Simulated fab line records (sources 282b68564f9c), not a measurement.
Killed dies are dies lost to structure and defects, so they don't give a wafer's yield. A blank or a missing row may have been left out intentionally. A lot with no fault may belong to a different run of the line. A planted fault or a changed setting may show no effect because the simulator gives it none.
8D (eight disciplines) problem report, filled in by code ; flow ritCmos ; the parts of the form that need people (team, actions taken, sign-off) are left out

## 1. WHAT IS WRONG
ACTIVE_NITRIDE_THK at RIT_ACTIVE_THK_MEAS_04 reads a mean of 220.8 nm on 3 wafers of 1 lot; wafers without a fault read 149.6 nm with a standard deviation of 1.4. Relative to the usual mean, that is a shift of +51 standard deviations.
Seen first at day 4 02:58 on filmMetro-01, wafer L408.1. At this step, 39 wafers from 13 lots have a number in the record. By rule, "out" or "out of limits" means more than 4 standard deviations away from the usual mean. All remaining wafers that have a number are taken as sound.

## 2. WHAT IT IS AND WHAT IT IS NOT
question;is;is not
which readings at this step;ACTIVE_NITRIDE_THK;-
which lots;L408;L396, L397, L398, L399, L401, L409, L412, L413, L414, L417, L418, L419
which wafers of those lots;all that have a number;-
read on which gauges;filmMetro-01;filmMetro-02, filmMetro-04
when;from day 4 02:58;"up to then (15 sound wafers); but 21 sound wafers of L409, L412, L413, L414, L417, L418, L419 came after"

## 3. SUSPECTS, AND WHAT RULES EACH OUT
Counting: a tool at any process step up to the reading remains a suspect when it ran all the lots that are out and ran no sound lot after the first of those.
- the gauge at RIT_ACTIVE_THK_MEAS_04: kept. All the wafers that are out were read on filmMetro-01, and no step on other tools shows them out.
- lpcvd-01 at RIT_ACTIVE_CVD_03 (deposits Si3N4 from SiH2Cl2/NH3, target thk 150 nm, time 1500 s): kept. It ran the lot that is out, L408 (day 4 01:33), and no sound lot after that; its last sound lot up to then is L401 (day 2 15:33).
What counting leaves: lpcvd-01 at RIT_ACTIVE_CVD_03 and filmMetro-01 at RIT_ACTIVE_THK_MEAS_04.

## 4. THE CAUSE (what the simulator had put in)
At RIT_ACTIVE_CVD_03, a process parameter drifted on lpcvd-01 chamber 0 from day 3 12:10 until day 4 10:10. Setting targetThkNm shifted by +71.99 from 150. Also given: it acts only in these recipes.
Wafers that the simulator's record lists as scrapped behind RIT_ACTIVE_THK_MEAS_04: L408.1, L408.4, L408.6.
Counting left 2 suspects, and this tool is among them.

## 5. THE EFFECT CHAIN, in route order
One row per reading whose mean, taken over the struck wafers that have a number, lies over 3 standard deviations from the usual. Only readings whose record carries a usual standard deviation are examined. hours: median over the lots of the time between each lot's start at the first step of this table that gives one and its start at this step. sigmas: the change, counted in usual standard deviations.
hours;step;reading;usual;on struck wafers;change;sigmas
0;RIT_ACTIVE_THK_MEAS_04;ACTIVE_NITRIDE_THK;149.6 nm;220.8;+71.2;+51

## 6. HOW IT WOULD HAVE BEEN CAUGHT EARLIER
The first out-of-limits reading at a measuring or inspecting step in this record came at day 4 02:58, 15 hours after the fault's start at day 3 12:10.
Tool readings at RIT_ACTIVE_CVD_03 with a usual standard deviation given in the record: none out on any struck wafer, hence no alarm at a limit of 4 standard deviations on them.
Each of the lots that are out, 1 in all, had begun RIT_ACTIVE_CVD_03 on lpcvd-01 no later than day 4 02:58. Holding the tool at that point would not have protected any of them.
